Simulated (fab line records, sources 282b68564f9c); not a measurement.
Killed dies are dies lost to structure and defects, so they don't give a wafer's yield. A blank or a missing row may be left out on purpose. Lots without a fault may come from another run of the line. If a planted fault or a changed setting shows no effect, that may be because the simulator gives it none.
Struck lot and sound lot, side by side || flow rit-cmos || 15 steps out of a route of 202
Sound: wafers L541.1, L541.3, L541.6. Wafers L539.1, L539.3, L539.5 were the ones struck. Last of all comes the cause.
For every step that has rows: the tool of each side, followed by ch and its chambers, followed by its first start. Under that, the readings that differ: sound wafers || struck wafers || difference of the means || sigmas: that difference in standard deviations of wafers without a fault.
alike: words and numbers the same on both sides, and readings whose means are apart by under 2 such deviations; not compared: readings that were withheld, readings missing a value for some wafer, numbers with overlapping values and no deviation given by the record, and bounds like >300 which may hide the same value.
Wherever a step has rows on one side only, a row that says differs or no value, or a row with sigmas, the two part there. Numbers that have no deviation but don't overlap get no sigmas and don't part them. A reading missing from all wafers of one side parts the sides only when that side holds two or more wafers.

RIT_FOX2_THK_MEAS_01:
  struck on film-metro-02, day 4 07:31; sound on film-metro-02, day 4 17:23
  alike: FOX2_OXIDE_THK
then, 2 steps without rows for these wafers: RIT_FOX2_CLEAN_02 (cleans in dHF, time 180 s); RIT_FOX2_WET_ETCH_03 (etches Si3N4 in H3PO4, target depth 195 nm, time 2700 s).
RIT_FOX2_THK_MEAS_90:
  struck on film-metro-04, day 4 08:25; sound on film-metro-02, day 4 18:19
  alike: FIELD_OXIDE_LEFT_1_THK
then, 6 steps without rows for these wafers: RIT_NWELL_HMDS_00 (prime time 60 s); RIT_NWELL_COAT_01 (resist thk 1300 nm); RIT_NWELL_SOFTBAKE_02 (time 60 s); RIT_NWELL_EXPOSE_03 (exposes mask M2, target cd 43900 nm); RIT_NWELL_PEB_04; RIT_NWELL_DEVELOP_05 (develop time 68 s).
RIT_NWELL_OVL_MEAS_06:
  struck on overlay-02, day 4 09:21; sound on overlay-01, day 4 19:16
  alike: NWELL_OVL
then, 1 step without rows for these wafers: RIT_NWELL_HARDBAKE_07 (time 120 s).
RIT_NWELL_IMPLANT_08:
  sound on implanter-04 ch 0, day 4 19:33; struck on implanter-02 ch 0, day 4 09:38
{"reading": "tilt-deg (degrees)", "sound": "7.002 6.974 6.971", "struck": "6.599 6.596 6.585", "difference": -0.389, "sigmas": -19}
  alike: beam-on-s, dose-ions-cm2
RIT_NWELL_STRIP_09: strips in O2, time 180 s.
  sound on plasma-asher-01 ch 0, day 4 19:42; struck on plasma-asher-02 ch 0,1, day 4 09:47
  alike: drypump-motor-current-A, o2-flow-sccm, rf-refl-power-W
  not compared: rf-hours-counter-h
RIT_M1_PROBE_99:
  the record holds rows for the sound wafers here (prober-01, day 6 09:23) but none for the struck ones

WHERE THEY PART
Earliest at RIT_NWELL_IMPLANT_08; latest, in this record, at RIT_M1_PROBE_99.

WHY: what the simulator had put in
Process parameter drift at RIT_NWELL_IMPLANT_08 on implanter-02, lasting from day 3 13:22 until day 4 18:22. The setting tilt-deg was moved by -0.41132, starting from 7. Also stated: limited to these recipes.
